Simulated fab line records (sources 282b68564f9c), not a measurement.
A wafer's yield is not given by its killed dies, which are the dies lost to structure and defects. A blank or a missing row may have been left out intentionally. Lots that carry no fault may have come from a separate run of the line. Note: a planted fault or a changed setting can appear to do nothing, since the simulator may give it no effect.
Which of the tools did it?    flow rit cmos    12 lots with 36 wafers sampled at 2 steps, on a route of 202 steps

## WHAT THE GAUGES READ, wafer by wafer
RIT_CONTACT_OVL_MEAS_09.
lot   measured     on          CONTACT_OVL (nm)
L959  day 3 06:59  overlay-02  -0.3 -1.0 -1.2
L960  day 3 13:14  overlay-01  1.6 -0.3 1.7
L961  day 3 19:14  overlay-01  2.1 1.2 1.8
L962  day 3 19:49  overlay-02  0.9 0.5 0.7
L963  day 4 08:54  overlay-01  -0.3 -0.9 -1.1
L965  day 4 11:18  overlay-02  3.4 1.1 1.6
L971  day 5 18:10  overlay-01  1.1 2.9 1.0
L972  day 5 21:08  overlay-01  128.9 130.5 129.9
L973  day 6 03:08  overlay-01  129.7 129.4 129.7
L975  day 6 13:35  overlay-02  -0.3 -1.0 -0.7
L978  day 7 05:31  overlay-01  -1.6 -1.2 -0.8
L979  day 7 09:29  overlay-02  1.7 0.5 0.4

## TOOL THAT RAN EACH LOT (tool first, then ch and the chambers of the sampled wafers, then the start)
lot   RIT_CONTACT_EXPOSE_05
L959  iline stepper-01 ch 0, day 3 06:22
L960  iline stepper-01 ch 0, day 3 12:39
L961  iline stepper-01 ch 0, day 3 18:36
L962  iline stepper-02 ch 0, day 3 19:10
L963  iline stepper-02 ch 0, day 4 08:10
L965  iline stepper-02 ch 0, day 4 10:41
L971  iline stepper-02 ch 0, day 5 17:32
L972  iline stepper-01 ch 0, day 5 20:29
L973  iline stepper-01 ch 0, day 6 02:30
L975  iline stepper-02 ch 0, day 6 12:57
L978  iline stepper-02 ch 0, day 7 04:54
L979  iline stepper-02 ch 0, day 7 08:47
- RIT_CONTACT_EXPOSE_05: exposes mask M11, target cd 1000 nm.

## AS READ BY THE TOOLS THEMSELVES (means over the sampled wafers that have a number; for cases with no such wafer, the mark the record gives instead)
The record holds no such reading with a usual standard deviation.

## THE ANSWER, worked out from the rows above alone
Rule: the lots themselves supply what counts as usual. The widest of any qualifying gaps counts: lots, ordered by their means at a reading, are off when they make up no more than a third of the lots, leave a main group of 4 or more, and stand apart from it by 3 or more times the standard deviation of that group's means. Not used: any main group whose means are identical at the precision the tables above print for the reading. A lot without any number at a reading at which 4 lots or more have one is off too. Where the step has rows for the other lots, those lots are counted as sound. After the gauges, taken in route order, come the tools' own readings; for these a lot's mean is taken, as printed above. The first step at which some lot is off is used, and at that step the reading that is off furthest; a lot without a number counts as furthest.
Off: L972, L973, seen at RIT_CONTACT_OVL_MEAS_09 (CONTACT_OVL). For the main group the mean is 0.5 nm and the standard deviation 1.1.
A tool fits if, at a process step before that reading, it ran every lot that is off, and no sound lot after the first of them. The gauges at RIT_CONTACT_OVL_MEAS_09 are tried like those tools. One fits: iline stepper-01 at RIT_CONTACT_EXPOSE_05. A fault onset in the window from L961 (day 3 18:36, its last sound lot) to L972 (day 5 20:29, its first lot off) fits.

## WHAT THE SIMULATOR HAD INSERTED
Scanner matching overlay: iline stepper-01, from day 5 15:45 on, at RIT_CONTACT_EXPOSE_05. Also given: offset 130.
Lots struck among those shown: L972, L973. The rule above found the same.
